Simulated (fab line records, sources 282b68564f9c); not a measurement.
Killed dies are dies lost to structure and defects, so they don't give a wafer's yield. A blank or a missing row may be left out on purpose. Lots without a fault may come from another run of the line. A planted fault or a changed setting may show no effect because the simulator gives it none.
fab line records | flow rit_cmos
record lots=5 wafers=15 last_day=7
route steps=202 shown CONTACT@172 M1@184
lots that met no fault: from a run of the same line without faults
start_h: hours from the record's first day to the start of the lot's first wafer shown | wait_h: hours since the lot's step before | " the same as in the row above | L1.1+2: a row that stands for several wafers | - no value, or no start given | * or withheld: withheld | < > ~ a bound
route shown NAME@n: a module of which the file shows steps, and the number in the route of the first | usual: mean/standard deviation of fault-free wafers | same: alike in all rows | chamber/n: place in a boat | sites: the reading at each site | _std_site: their standard deviation | _edge_site: outer sites' mean less inner sites' | radius_mm: how far each site lies from the wafer's centre | mask NAME#n: copy n | behind: the tool/chamber that last shaped the wafer | hold: why the lot was held/for how many hours/how that ended | device: the transistor (n, p or np) that didn't switch | end of line: the same wafers' tests at the end of the route | a step without rows: its recipe alone | killed: dies lost to structure and defects at the first sort, not the wafer's yield | map: a wafer's dies, x killed, . not, _ none there
set.NAME: the setting as run; set.NAME@STEP: as run at that earlier step | model.NAME: the simulator's own value behind a step, which no gauge read
lots at some steps of the route; a table a step, a row a wafer
services: from which hour (start_h, from the record's first day; less than 0 if before it) a tool's chamber was out of use, for how many hours, and why
## steps
# step RIT_CONTACT_SOFTBAKE_04
# recipe resist=NOVOLAK temp_c=90 time_s=60
# step RIT_CONTACT_EXPOSE_05
# recipe mask_id=M11 na=0.6 source_shape=conventional sigma_outer=0.5 target_cd_nm=1000 dose_mj=250
# step RIT_CONTACT_PEB_06
# recipe resist=NOVOLAK temp_c=withheld time_s=withheld
# step RIT_CONTACT_DEVELOP_07
# recipe resist=NOVOLAK develop_time_s=120 dev_temp_c=23
# step RIT_CONTACT_CD_MEAS_08
# recipe target_cd_nm=1000
# usual cd_nm=999.5/2.4
# columns lot.wafer tool chamber start_h wait_h cd_nm
L284.2 cd_sem-02 - 56.64 - 999.9
L284.3 " - " " 997.7
L284.6 " - " " 998.9
L290.2 cd_sem-02 - 84.89 - 998.8
L290.4 " - " " 997.4
L290.5 " - " " 997.3
L296.1 cd_sem-02 - 117.11 - 997.5
L296.2 " - " " 997.9
L296.4 " - " " 996.6
L302.1 cd_sem-02 - 146.91 - 1003.3
L302.4 " - " " 1003.6
L302.6 " - " " 1002.3
L305.1 cd_sem-02 - 162.77 - 1001.0
L305.3 " - " " 1001.4
L305.4 " - " " 1000.6
# step RIT_CONTACT_OVL_MEAS_09
# usual CONTACT_OVL=-0.3/1.2
# columns lot.wafer tool chamber start_h wait_h CONTACT_OVL[nm]
L284.2 overlay-01 - 56.75 0.1 -0.3
L284.3 " - " " -1.4
L284.6 " - " " -0.7
L290.2 overlay-02 - 85.00 0.1 0.6
L290.4 " - " " 0.3
L290.5 " - " " 0.7
L296.1 overlay-02 - 117.23 0.1 -0.3
L296.2 " - " " 0.1
L296.4 " - " " -0.7
L302.1 overlay-01 - 147.03 0.1 0.5
L302.4 " - " " 0.9
L302.6 " - " " -0.3
L305.1 overlay-01 - 162.89 0.1 0.9
L305.3 " - " " 1.4
L305.4 " - " " 0.2
# step RIT_CONTACT_HARDBAKE_10
# recipe resist=NOVOLAK temp_c=140 time_s=60
# step RIT_CONTACT_ETCH_11
# recipe target_depth_a=4800 over_etch_frac=0.2 stop_on=TiSi2 chemistry=CHF3/CF4/Ar target=SiO2 CHF3_flow_sccm=50 cf4_flow_sccm=10 Ar_flow_sccm=100 O2_flow_sccm=5 pressure_mtorr=100 rf_w=200 time_s=320
# usual O2_flow_sccm=5.002/0.013 cf4_flow_sccm=10.00/0.032 drypump_motor_current_A=5.8/0.43 oes_product_au=0.980/0.018 throttle_valve_pct=8.83/0.16
# columns lot.wafer tool chamber start_h wait_h O2_flow_sccm cf4_flow_sccm drypump_motor_current_A oes_product_au rf_hours_counter_h throttle_valve_pct
L284.2 rie_diel-01 0 56.93 0.1 5.014 9.98 5.8 0.985 0 8.58
L284.3 " 3 " " 4.979 10.03 5.6 1.005 32 9.10
L284.6 " 0 " " 5.018 9.98 5.7 0.975 - 8.58
L290.2 rie_diel-01 3 85.18 0.1 5.017 9.96 5.6 1.009 32 9.10
L290.4 " 2 " " 4.998 9.99 5.6 0.980 37 8.65
L290.5 " 3 " " 4.995 10.00 5.6 1.004 - 9.10
L296.1 rie_diel-04 3 117.61 0.1 5.000 9.98 6.5 0.981 6 8.93
L296.2 " 1 " " 5.002 9.95 5.7 0.985 79 8.60
L296.4 " 1 " " 5.015 9.96 5.7 0.977 - 8.60
L302.1 rie_diel-02 2 147.22 0.1 4.999 9.99 5.4 1.016 145 8.68
L302.4 " 1 " " 4.989 10.05 5.3 1.005 15 8.77
L302.6 " 3 " " 5.012 9.95 6.4 0.964 - 8.97
L305.1 rie_diel-01 2 163.07 0.1 4.985 10.06 5.6 0.983 38 8.63
L305.3 " 3 " " 5.013 10.03 5.7 1.005 33 9.10
L305.4 " 0 " " 4.997 10.00 5.7 0.983 2 8.57
# step RIT_CONTACT_STRIP_12
# recipe chemistry=O2 time_s=180 resist=NOVOLAK platen_temp_c=withheld power_w=500 pressure_mtorr=4000 o2_flow_sccm=4000
# usual drypump_motor_current_A=5.45/0.14
# columns lot.wafer tool chamber start_h wait_h drypump_motor_current_A rf_hours_counter_h
L284.2 plasma_asher-04 1 57.12 0.1 5.73 27
L284.3 " 0 " " 5.28 -
L284.6 " 1 " " 5.74 -
L290.2 plasma_asher-04 1 85.37 0.1 5.74 30
L290.4 " 1 " " 5.74 -
L290.5 " 1 " " 5.76 -
L296.1 plasma_asher-01 0 117.80 0.1 5.40 0
L296.2 " 1 " " 5.47 0
L296.4 " 1 " " 5.45 -
L302.1 plasma_asher-01 0 147.41 0.1 5.42 3
L302.4 " 1 " " 5.46 -
L302.6 " 0 " " 5.40 -
L305.1 plasma_asher-01 0 163.27 0.1 5.40 5
L305.3 " 1 " " 5.45 -
L305.4 " 0 " " 5.39 -
# step RIT_CONTACT_CD_MEAS_90
# recipe target_cd_nm=1000
# usual cd_nm=999.5/2.4
# columns lot.wafer tool chamber start_h wait_h cd_nm
L284.2 cd_sem-02 - 57.31 0.1 999.6
L284.3 " - " " 997.8
L284.6 " - " " 999.1
L290.2 cd_sem-02 - 85.57 0.1 998.8
L290.4 " - " " 997.3
L290.5 " - " " 997.1
L296.1 cd_sem-02 - 117.97 0.1 997.6
L296.2 " - " " 997.9
L296.4 " - " " 996.3
L302.1 cd_sem-01 - 147.59 0.1 1002.8
L302.4 " - " " 1003.9
L302.6 " - " " 1002.1
L305.1 cd_sem-02 - 163.51 0.2 1000.1
L305.3 " - " " 1001.6
L305.4 " - " " 1000.3
# step RIT_CONTACT_CLEAN_13
# recipe chemistry=SC1 mix=3:3:50 time_s=600 temp_c=73.97
# step RIT_CONTACT_CLEAN_14
# recipe chemistry=SC2 mix=3:3:50 time_s=600 temp_c=75 dry=n2_spin
# step RIT_M1_SPUTTER_00
# recipe material=Al target_thk_nm=400 power_w=2000 chamber_pressure_pa=0.4 gas=Ar time_s=500 substrate_temp_c=25
# usual throttle_valve_pct=30.3/0.91
# columns lot.wafer tool chamber start_h wait_h throttle_valve_pct model.Al_of_M1_SPUTTER_00.thk_nm
L284.2 pvd_sputter-01 - 57.76 0.0 30.2 398
L284.3 " - " " 31.7 394.6
L284.6 " - " " 30.5 394
L290.2 pvd_sputter-03 - 86.05 0.0 31.4 402.1
L290.4 " - " " 30.7 404.5
L290.5 " - " " 31.1 401.1
L296.1 pvd_sputter-03 - 118.46 0.0 31.2 404.4
L296.2 " - " " 30.5 405.6
L296.4 " - " " 29.4 252.8
L302.1 pvd_sputter-01 - 148.07 0.0 32.0 401
L302.4 " - " " 31.3 396.7
L302.6 " - " " 32.0 400.8
L305.1 pvd_sputter-04 - 164.05 0.0 28.6 401.3
L305.3 " - " " 30.2 394.2
L305.4 " - " " 31.0 394.8
# step RIT_M1_RS_MEAS_01
# recipe thk_meas_gauge=four-point-probe reads=Al_of_M1_SPUTTER_00
# usual M1_AL_RS=0.0732/0.00083
# columns lot.wafer tool chamber start_h wait_h M1_AL_RS[ohm/sq]
L284.2 film_metro-01 - 58.12 0.2 0.0737
L284.3 " - " " 0.0744
L284.6 " - " " 0.0745
L290.2 film_metro-04 - 86.37 0.2 0.0730
L290.4 " - " " 0.0728
L290.5 " - " " 0.0732
L296.1 film_metro-03 - 118.76 0.1 0.0727
L296.2 " - " " 0.0725
L296.4 " - " " 0.1178
L302.1 film_metro-03 - 148.37 0.1 0.0731
L302.4 " - " " 0.0740
L302.6 " - " " 0.0731
L305.1 film_metro-03 - 164.34 0.1 0.0731
L305.3 " - " " 0.0746
L305.4 " - " " 0.0745
# step RIT_M1_THK_MEAS_02
# recipe thk_meas_gauge=xrf reads=Al_of_M1_SPUTTER_00
# usual M1_AL_THK=392/5
# columns lot.wafer tool chamber start_h wait_h M1_AL_THK[nm]
L284.2 film_metro-01 - 58.23 0.1 388
L284.3 " - " " 385
L284.6 " - " " 383
L290.2 film_metro-04 - 86.48 0.1 394
L290.4 " - " " 396
L290.5 " - " " 388
L296.1 film_metro-03 - 118.88 0.1 395
L296.2 " - " " 397
L296.4 " - " " 248
L302.1 film_metro-03 - 148.49 0.1 391
L302.4 " - " " 383
L302.6 " - " " 390
L305.1 film_metro-03 - 164.46 0.1 390
L305.3 " - " " 384
L305.4 " - " " 384
# step RIT_M1_HMDS_03
# recipe prime_time_s=60 prime_temp_c=140
# step RIT_M1_COAT_04
# recipe resist=NOVOLAK spin_rpm=2000 resist_thk_nm=1300
# step RIT_M1_SOFTBAKE_05
# recipe resist=NOVOLAK temp_c=90 time_s=60
# step RIT_M1_EXPOSE_06
# recipe mask_id=M12 na=0.6 source_shape=conventional sigma_outer=0.5 target_cd_nm=2600 dose_mj=250
# step RIT_M1_PEB_07
# recipe resist=NOVOLAK temp_c=withheld time_s=withheld
# step RIT_M1_DEVELOP_08
# recipe resist=NOVOLAK develop_time_s=68 dev_temp_c=23.79
# step RIT_M1_CD_MEAS_09
# recipe target_cd_nm=2600
# usual cd_nm=2600.1/2.1
# columns lot.wafer tool chamber start_h wait_h cd_nm
L284.2 cd_sem-01 - 59.35 - 2596.5
L284.3 " - " " 2596.9
L284.6 " - " " 2597.9
L290.2 cd_sem-02 - 87.57 - 2598.6
L290.4 " - " " 2596.9
L290.5 " - " " 2597.1
L296.1 cd_sem-01 - 119.97 - 2601.0
L296.2 " - " " 2598.3
L296.4 " - " " 2601.1
L302.1 cd_sem-02 - 149.55 - 2600.9
L302.4 " - " " 2598.2
L302.6 " - " " 2597.7
L305.1 cd_sem-01 - 165.53 - 2599.6
L305.3 " - " " 2603.7
L305.4 " - " " 2602.3
# step RIT_M1_OVL_MEAS_10
# usual M1_OVL=0.6/1.3
# columns lot.wafer tool chamber start_h wait_h M1_OVL[nm]
L284.2 overlay-01 - 59.46 0.1 1.2
L284.3 " - " " 1.0
L284.6 " - " " 2.6
L290.2 overlay-01 - 87.67 0.1 -0.8
L290.4 " - " " 1.2
L290.5 " - " " 0.9
L296.1 overlay-02 - 120.09 0.1 -0.7
L296.2 " - " " 1.0
L296.4 " - " " 0.7
L302.1 overlay-01 - 149.67 0.1 -1.2
L302.4 " - " " -0.5
L302.6 " - " " -1.5
L305.1 overlay-01 - 165.65 0.1 0.0
L305.3 " - " " 0.5
L305.4 " - " " 2.1
# step RIT_M1_HARDBAKE_11
# recipe resist=NOVOLAK temp_c=140 time_s=120
# step RIT_M1_METAL_ETCH_12
# recipe stop_on=SiO2 chemistry=Cl2/BCl3 target=Al time_s=165 over_etch_frac=0.5 pressure_mtorr=100 target_depth_a=6000 rf_w=250 Cl2_flow_sccm=60 bcl3_flow_sccm=50
# usual drypump_motor_current_A=5.6/0.37 oes_product_au=0.776/0.012 throttle_valve_pct=8.29/0.14
# columns lot.wafer tool chamber start_h wait_h drypump_motor_current_A oes_product_au rf_hours_counter_h throttle_valve_pct
L284.2 rie_metal-03 1 59.74 0.2 5.2 0.761 1 8.18
L284.3 " 0 " " 6.2 0.766 - 8.33
L284.6 " 0 " " 6.2 0.772 - 8.34
L290.2 rie_metal-03 1 87.95 0.2 5.2 0.761 1 8.17
L290.4 " 1 " " 5.2 0.773 - 8.19
L290.5 " 1 " " 5.2 0.769 - 8.19
L296.1 rie_metal-03 1 120.37 0.2 5.2 0.770 1 8.17
L296.2 " 0 " " 6.2 0.783 1 8.32
L296.4 " 1 " " 5.2 0.612 - 8.22
L302.1 rie_metal-04 0 149.96 0.2 5.6 0.790 3 8.53
L302.4 " 1 " " 5.6 0.778 - 8.11
L302.6 " 1 " " 5.6 0.777 - 8.12
L305.1 rie_metal-04 1 165.93 0.2 5.6 0.787 4 8.11
L305.3 " 0 " " 5.6 0.797 - 8.51
L305.4 " 1 " " 5.6 0.768 - 8.12
# step RIT_M1_STRIP_13
# recipe chemistry=nmp resist=NOVOLAK temp_c=80 time_s=600 dry=n2_spin
# step RIT_M1_PROBE_99
# usual defect_limited_yield=97.5/1 killed_at_M0_to_M3=0.0/0.14 killed_at_front_end=6.6/2.7 killed_dies=6.7/2.7 killed_on_rim=1.8/1.3 killed_open=3.5/1.9 killed_short=3.1/1.8 sort_bin_3_pad_short=0.1/0.2 sort_bin_5_function=1.5/0.74 sort_bin_6_memory=0.9/0.57 sort_n_pass=257.3/2.7 sort_yield_pct=97.5/1
# same gross_dies=264 killed_at_M4_up=0 killed_at_back_side=0 killed_at_contacts=0 killed_at_other=0
# columns lot.wafer tool chamber start_h wait_h defect_limited_yield[%] killed_at_M0_to_M3 killed_at_front_end killed_dies killed_on_rim killed_open killed_short sort_bin_3_pad_short[%] sort_bin_5_function[%] sort_bin_6_memory[%] sort_n_pass sort_yield_pct[%] model.etest.m1.rs_ohm_sq model.etest.antenna_m1.vt_shift_v
L284.2 prober-01 - 62.04 0.1 98.1 0 5 5 2 2 3 0.4 1.5 0 259.0 98.1 0.07302 -0.003354
L284.3 prober-01 - 62.09 0.2 96.2 0 10 10 5 6 4 0 3.4 0.4 254.0 96.2 0.07402 -0.01142
L284.6 prober-01 - 62.24 0.2 97.3 0 7 7 1 6 1 0 2.3 0.4 257.0 97.3 0.073 -0.01511
L290.2 prober-01 - 90.29 0.1 98.5 0 4 4 1 2 2 0 0.8 0.8 260.0 98.5 0.07206 -0.01262
L290.4 prober-01 - 90.39 0.2 97.3 0 7 7 3 4 3 0 1.1 1.5 257.0 97.3 0.07223 -0.009638
L290.5 prober-01 - 90.44 0.2 99.6 0 1 1 1 1 0 0 0.4 0 263.0 99.6 0.07212 -0.01047
L296.1 prober-01 - 122.63 0.1 98.1 0 5 5 2 3 2 0.4 1.1 0.4 259.0 98.1 0.07087 -0.01079
L296.2 prober-01 - 122.68 0.1 97.7 0 6 6 1 3 3 0 0.8 1.5 258.0 97.7 0.07097 -0.01378
L296.4 prober-01 - 122.78 0.2 98.1 0 5 5 2 3 2 0 1.9 0 259.0 98.1 0.114 -0.01716
L302.1 prober-01 - 152.21 0.1 98.5 0 4 4 1 2 2 0 0.8 0.8 260.0 98.5 0.07219 -0.01428
L302.4 prober-01 - 152.36 0.2 97.7 1 5 6 3 3 3 0 0.8 1.5 258.0 97.7 0.07285 -0.007011
L302.6 prober-01 - 152.46 0.2 97.7 0 6 6 2 3 3 0 1.1 1.1 258.0 97.7 0.07215 -0.006708
L305.1 prober-02 - 168.20 0.1 97.0 0 8 8 2 4 4 0 1.5 1.5 256.0 97.0 0.07258 -0.007328
L305.3 prober-02 - 168.30 0.2 97.3 0 7 7 2 5 2 0.4 1.1 1.1 257.0 97.3 0.07358 -0.01282
L305.4 prober-02 - 168.35 0.2 98.9 0 3 3 0 2 1 0 0 1.1 261.0 98.9 0.07362 -0.001555
# killed by level:class
L284.2 GATE:geometric_particle:short=2 GATE:geometric_particle:open=1 SPACER:geometric_particle:open=1 SILICIDE:geometric_particle:short=1
L284.3 REOX:geometric_particle:open=3 GATE:geometric_particle:open=2 SILICIDE:geometric_particle:short=2 FOX1:geometric_particle:open=1 FOX1:geometric_particle:short=1 REOX:geometric_particle:short=1
L284.6 GATE:geometric_particle:open=3 GATE:geometric_particle:short=1 REOX:geometric_particle:open=1 SPACER:geometric_particle:open=1 SILICIDE:geometric_particle:open=1
L290.2 GATE:geometric_particle:short=2 FOX2:geometric_particle:open=1 REOX:geometric_particle:open=1
L290.4 GATE:geometric_particle:short=3 GATE:geometric_particle:open=3 SILICIDE:geometric_particle:open=1
L290.5 SILICIDE:geometric_particle:open=1
L296.1 ACTIVE:geometric_particle:open=1 FOX1:geometric_particle:short=1 FOX2:geometric_particle:open=1 GATE:geometric_particle:open=1 SPACER:geometric_particle:short=1
L296.2 SPACER:geometric_particle:short=2 GATE:geometric_particle:open=1 REOX:geometric_particle:short=1 SPACER:geometric_particle:open=1 SILICIDE:geometric_particle:open=1
L296.4 GATE:geometric_particle:open=2 FOX1:geometric_particle:short=1 GATE:geometric_particle:short=1 REOX:geometric_particle:open=1
L302.1 GATE:geometric_particle:open=2 FOX2:geometric_particle:short=1 REOX:geometric_particle:short=1
L302.4 FOX2:geometric_particle:open=1 GATE:geometric_particle:short=1 GATE:geometric_particle:open=1 REOX:geometric_particle:short=1 SILICIDE:geometric_particle:open=1 M1:geometric_particle:short=1
L302.6 GATE:geometric_particle:short=2 SPACER:geometric_particle:open=2 SILICIDE:geometric_particle:short=1 SILICIDE:geometric_particle:open=1
L305.1 GATE:geometric_particle:open=4 GATE:geometric_particle:short=3 FOX2:geometric_particle:short=1
L305.3 FOX2:geometric_particle:open=2 GATE:geometric_particle:open=2 REOX:geometric_particle:short=2 SPACER:geometric_particle:open=1
L305.4 GATE:geometric_particle:open=1 REOX:geometric_particle:open=1 REOX:geometric_particle:short=1
## services
# columns tool chamber start_h hours kind
rie_diel-02 1 35.49 3.8 repair
rie_diel-01 0 41.83 - clean
rie_diel-01 0 41.83 14.3 scheduled_down
rie_diel-01 0 41.83 14.3 vent_cycle
pvd_sputter-03 - 48.65 8.4 repair
rie_metal-04 - 55.02 1.2 repair
rie_metal-04 0 59.78 19.7 repair
rie_diel-02 2 63.37 2.7 repair
rie_diel-01 0 75.81 3.4 repair
rie_diel-04 2 85.69 40.9 repair
rie_diel-04 1 93.01 11.3 repair
plasma_asher-01 - 105.73 1.2 repair
plasma_asher-01 - 108.75 9.0 pm
plasma_asher-01 0 108.75 9.0 vent_cycle
plasma_asher-01 1 108.75 9.0 vent_cycle
plasma_asher-01 0 117.75 - clean
plasma_asher-01 1 117.75 - clean
pvd_sputter-04 - 127.96 1.3 repair
rie_diel-04 2 138.04 3.8 repair
rie_metal-04 - 163.67 0.2 repair
## key
first_sign step=RIT_M1_RS_MEAS_01 reading=M1_AL_RS direction=up sigmas=54 usual=0.0732 struck=0.1178
effect step=RIT_M1_THK_MEAS_02 reading=M1_AL_THK direction=down sigmas=29 usual=392 struck=248
effect step=RIT_M1_METAL_ETCH_12 reading=oes_product_au direction=down sigmas=14 usual=0.776 struck=0.612
model_effect step=RIT_M1_SPUTTER_00 value=Al_of_M1_SPUTTER_00.thk_nm without=402.9 struck=252.8
model_effect step=RIT_M1_PROBE_99 value=etest.m1.rs_ohm_sq without=0.07128 struck=0.114
met_at RIT_M1_SPUTTER_00
struck_wafers L296.4
fault kind=process_parameter_drift tool=pvd_sputter-03 chamber=- onset_h=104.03 steps=RIT_M1_SPUTTER_00 channel=time_s offset=* shape=step end_h=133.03 acts_in=* stated=* scope=struck_wafers_only
